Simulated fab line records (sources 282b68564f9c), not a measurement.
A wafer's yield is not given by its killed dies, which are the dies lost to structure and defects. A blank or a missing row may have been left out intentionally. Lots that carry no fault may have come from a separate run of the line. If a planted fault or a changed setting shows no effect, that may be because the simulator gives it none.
Lot-split experiment || flow rit cmos || 23 wafers read across 5 lots, on a route 202 steps long

## THE SPLIT
At RIT_GATE_COAT_11 (resist thk 850 nm), the setting resist thk nm was moved away from the recipe's 850 nm on 9 of the 23 wafers read, by -5.6% to +3.9%. All remaining wafers had this setting at the recipe value.

## FROM THE SPLIT TO THE READING: what the file shows between them, 2 steps
- RIT_GATE_DEVELOP_15: develop time 50 s (also split here: develop time s)
- RIT_GATE_HARDBAKE_18: time 60 s

## THE READING
NOVOLAK_of_GATE_COAT_11.thk nm (the simulator's own value, which no gauge read), in nm, at RIT_GATE_ETCH_19 (etches poly-Si in SF6/CHF3/O2, stops on SiO2, time 165 s, target depth 312.5 nm). No usual value for it is given in the file. Average 670.3 nm, standard deviation 3.1 nm, over the 14 wafers here run with the recipe.

{"wafer": "L074.1", "tool, chamber at the split": "litho track-02, 0", "resist thk nm as run, nm": 802.1, "against the recipe": "-5.6%", "NOVOLAK_of_GATE_COAT_11.thk nm, nm": 629.5, "against lot-mates on the recipe": -38.1}
{"wafer": "L074.2", "tool, chamber at the split": "litho track-02, 0", "resist thk nm as run, nm": 802.1, "against the recipe": "-5.6%", "NOVOLAK_of_GATE_COAT_11.thk nm, nm": 632.2, "against lot-mates on the recipe": -35.4}
{"wafer": "L074.3", "tool, chamber at the split": "litho track-02, 0", "resist thk nm as run, nm": 850, "against the recipe": "recipe", "NOVOLAK_of_GATE_COAT_11.thk nm, nm": 668.1, "against lot-mates on the recipe": "-"}
{"wafer": "L074.4", "tool, chamber at the split": "litho track-02, 0", "resist thk nm as run, nm": 850, "against the recipe": "recipe", "NOVOLAK_of_GATE_COAT_11.thk nm, nm": 666.8, "against lot-mates on the recipe": "-"}
{"wafer": "L074.6", "tool, chamber at the split": "litho track-02, 0", "resist thk nm as run, nm": 850, "against the recipe": "recipe", "NOVOLAK_of_GATE_COAT_11.thk nm, nm": 667.8, "against lot-mates on the recipe": "-"}
{"wafer": "L079.1", "tool, chamber at the split": "litho track-04, 0", "resist thk nm as run, nm": 883.3, "against the recipe": "+3.9%", "NOVOLAK_of_GATE_COAT_11.thk nm, nm": 702.2, "against lot-mates on the recipe": "+29.2"}
{"wafer": "L079.2", "tool, chamber at the split": "litho track-04, 0", "resist thk nm as run, nm": 850, "against the recipe": "recipe", "NOVOLAK_of_GATE_COAT_11.thk nm, nm": 673.6, "against lot-mates on the recipe": "-"}
{"wafer": "L079.4", "tool, chamber at the split": "litho track-04, 0", "resist thk nm as run, nm": 883.3, "against the recipe": "+3.9%", "NOVOLAK_of_GATE_COAT_11.thk nm, nm": 699.4, "against lot-mates on the recipe": "+26.4"}
{"wafer": "L079.5", "tool, chamber at the split": "litho track-04, 0", "resist thk nm as run, nm": 850, "against the recipe": "recipe", "NOVOLAK_of_GATE_COAT_11.thk nm, nm": 672.3, "against lot-mates on the recipe": "-"}
{"wafer": "L079.6", "tool, chamber at the split": "litho track-04, 0", "resist thk nm as run, nm": 883.3, "against the recipe": "+3.9%", "NOVOLAK_of_GATE_COAT_11.thk nm, nm": 698.7, "against lot-mates on the recipe": "+25.8"}
{"wafer": "L080.2", "tool, chamber at the split": "litho track-02, 0", "resist thk nm as run, nm": 850, "against the recipe": "recipe", "NOVOLAK_of_GATE_COAT_11.thk nm, nm": 677.7, "against lot-mates on the recipe": "-"}
{"wafer": "L080.3", "tool, chamber at the split": "litho track-02, 0", "resist thk nm as run, nm": 814.4, "against the recipe": "-4.2%", "NOVOLAK_of_GATE_COAT_11.thk nm, nm": 637.9, "against lot-mates on the recipe": -36.3}
{"wafer": "L080.4", "tool, chamber at the split": "litho track-02, 0", "resist thk nm as run, nm": 850, "against the recipe": "recipe", "NOVOLAK_of_GATE_COAT_11.thk nm, nm": 673.7, "against lot-mates on the recipe": "-"}
{"wafer": "L080.5", "tool, chamber at the split": "litho track-02, 0", "resist thk nm as run, nm": 850, "against the recipe": "recipe", "NOVOLAK_of_GATE_COAT_11.thk nm, nm": 671.2, "against lot-mates on the recipe": "-"}
{"wafer": "L080.6", "tool, chamber at the split": "litho track-02, 0", "resist thk nm as run, nm": 814.4, "against the recipe": "-4.2%", "NOVOLAK_of_GATE_COAT_11.thk nm, nm": 640, "against lot-mates on the recipe": -34.2}
{"wafer": "L082.1", "tool, chamber at the split": "litho track-04, 0", "resist thk nm as run, nm": 850, "against the recipe": "recipe", "NOVOLAK_of_GATE_COAT_11.thk nm, nm": 669.4, "against lot-mates on the recipe": "-"}
{"wafer": "L082.2", "tool, chamber at the split": "litho track-04, 0", "resist thk nm as run, nm": 822.2, "against the recipe": "-3.3%", "NOVOLAK_of_GATE_COAT_11.thk nm, nm": 651.7, "against lot-mates on the recipe": -17.7}
{"wafer": "L082.4", "tool, chamber at the split": "litho track-04, 0", "resist thk nm as run, nm": 850, "against the recipe": "recipe", "NOVOLAK_of_GATE_COAT_11.thk nm, nm": 671.5, "against lot-mates on the recipe": "-"}
{"wafer": "L082.5", "tool, chamber at the split": "litho track-04, 0", "resist thk nm as run, nm": 850, "against the recipe": "recipe", "NOVOLAK_of_GATE_COAT_11.thk nm, nm": 667.3, "against lot-mates on the recipe": "-"}
{"wafer": "L082.6", "tool, chamber at the split": "litho track-04, 0", "resist thk nm as run, nm": 822.2, "against the recipe": "-3.3%", "NOVOLAK_of_GATE_COAT_11.thk nm, nm": 642.6, "against lot-mates on the recipe": -26.8}
{"wafer": "L085.1", "tool, chamber at the split": "litho track-02, 0", "resist thk nm as run, nm": 850, "against the recipe": "recipe", "NOVOLAK_of_GATE_COAT_11.thk nm, nm": 666.3, "against lot-mates on the recipe": "-"}
{"wafer": "L085.3", "tool, chamber at the split": "litho track-02, 0", "resist thk nm as run, nm": 850, "against the recipe": "recipe", "NOVOLAK_of_GATE_COAT_11.thk nm, nm": 668.7, "against lot-mates on the recipe": "-"}
{"wafer": "L085.4", "tool, chamber at the split": "litho track-02, 0", "resist thk nm as run, nm": 850, "against the recipe": "recipe", "NOVOLAK_of_GATE_COAT_11.thk nm, nm": 669.7, "against lot-mates on the recipe": "-"}

THE FIT
A straight line over all 23 wafers: NOVOLAK_of_GATE_COAT_11.thk nm changes by +7.31 nm for each +1% of resist thk nm; r = +0.99; the points scatter about the line by 3.1 nm.
The same after taking each lot's own level away (the mean of its wafers on the recipe; 23 wafers): +7.05 nm for each +1%; r = +0.99; scatter 2.9 nm.
On that fit, the largest move of resist thk nm shifts the reading by 40 nm.
The span of the lots' own levels, 667.57 to 674.20 nm, comes to 2.1 times the standard deviation stated above.
So the lot-to-lot level changes the slope little: the two slopes agree.
Check: -40.4 nm against its lot-mates is what the line predicts for one of the wafers moved furthest among these (-5.6%) when that wafer is left out of the fit. Against them it came out at -38.1 nm.

## OTHER SPLITS APPLIED TO THESE WAFERS
These wafers also went through other splits before the reading. Each is held against what the fit with the lots' levels taken away leaves over:
{"other split on the same wafers": "RIT_PRETRO_SOFTBAKE_02 time s", "wafers away from the commonest value": 9, "r with NOVOLAK_of_GATE_COAT_11.thk nm (lot level and that fit taken away)": "+0.11"}
{"other split on the same wafers": "RIT_GATE_DEVELOP_15 develop time s", "wafers away from the commonest value": 11, "r with NOVOLAK_of_GATE_COAT_11.thk nm (lot level and that fit taken away)": "+0.09"}

## THE WHOLE CHAIN: every reading that the file lists as answering this split, in the file's order
{"step": "RIT_GATE_COAT_11", "what it does": "resist thk 850 nm", "reading": "NOVOLAK_of_GATE_COAT_11.thk nm (the simulator's own value, which no gauge read)", "change (the file's fit)": "+8.32 nm for each +1% of the setting", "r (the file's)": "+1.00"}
{"step": "RIT_GATE_HARDBAKE_18", "what it does": "time 60 s", "reading": "NOVOLAK_of_GATE_COAT_11.thk nm (the simulator's own value, which no gauge read)", "change (the file's fit)": "+7.29 nm for each +1% of the setting", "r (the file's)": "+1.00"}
{"step": "RIT_GATE_ETCH_19", "what it does": "etches poly-Si in SF6/CHF3/O2, stops on SiO2, time 165 s, target depth 312.5 nm", "reading": "NOVOLAK_of_GATE_COAT_11.thk nm (the simulator's own value, which no gauge read)", "change (the file's fit)": "+7.09 nm for each +1% of the setting", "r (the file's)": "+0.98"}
{"step": "RIT_GATE_ETCH_19", "what it does": "etches poly-Si in SF6/CHF3/O2, stops on SiO2, time 165 s, target depth 312.5 nm", "reading": "GATE.cd nm (the simulator's own value, which no gauge read)", "change (the file's fit)": "+1.51 nm for each +1% of the setting, in a fit together with develop time s@GATE_DEVELOP_15", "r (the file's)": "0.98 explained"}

## THE FILE'S OWN FIT
NOVOLAK_of_GATE_COAT_11.thk nm changes by +7.09 nm for each +1% of resist thk nm, r = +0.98.
